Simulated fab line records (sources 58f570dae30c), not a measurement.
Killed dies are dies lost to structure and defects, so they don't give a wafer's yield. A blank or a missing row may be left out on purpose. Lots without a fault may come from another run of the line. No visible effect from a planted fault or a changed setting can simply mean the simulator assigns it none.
What tool caused it? :: flow berkeley-cmos170 :: 6 lots (18 wafers sampled), 1 step of a 331-step route

## WHAT THE GAUGES READ, wafer by wafer
UCB170_M1_OVL_MEAS_10.
lot: L686
measured: day 8 10:53
on: overlay-01
M1_OVL (nm): 4 8 11

lot: L696
measured: day 10 14:57
on: overlay-01
M1_OVL (nm): -1 12 -3

lot: L698
measured: day 11 01:54
on: overlay-02
M1_OVL (nm): 12 11 15

lot: L703
measured: day 12 04:05
on: overlay-02
M1_OVL (nm): 4 8 6

lot: L704
measured: day 12 06:42
on: overlay-02
M1_OVL (nm): -3 -1 15

lot: L706
measured: day 13 08:26
on: overlay-01
M1_OVL (nm): 2 12 2

## EACH LOT AND THE TOOL THAT RAN IT (in order: tool; ch and the chambers of the sampled wafers; start)
No process step before these readings appears in the record.

## THE ANSWER, worked out from the rows above alone
Rule: what is usual is taken from the lots themselves. Put in order of their means at a reading, lots are off if they are a third of the lots or fewer, leave a main group of 4 or more, and stand apart from it by a gap of 3 or more times the standard deviation of the main group's means; of several such gaps the widest counts. The tables above print the reading to a certain number of digits; a main group whose means all agree to those digits is not used. A lot without any number at a reading at which 4 lots or more have one is off too. The other lots that the step has rows for count as sound.
None of the lots is off at any reading shown; this tells nothing.

## WHAT WAS PUT IN BY THE SIMULATOR
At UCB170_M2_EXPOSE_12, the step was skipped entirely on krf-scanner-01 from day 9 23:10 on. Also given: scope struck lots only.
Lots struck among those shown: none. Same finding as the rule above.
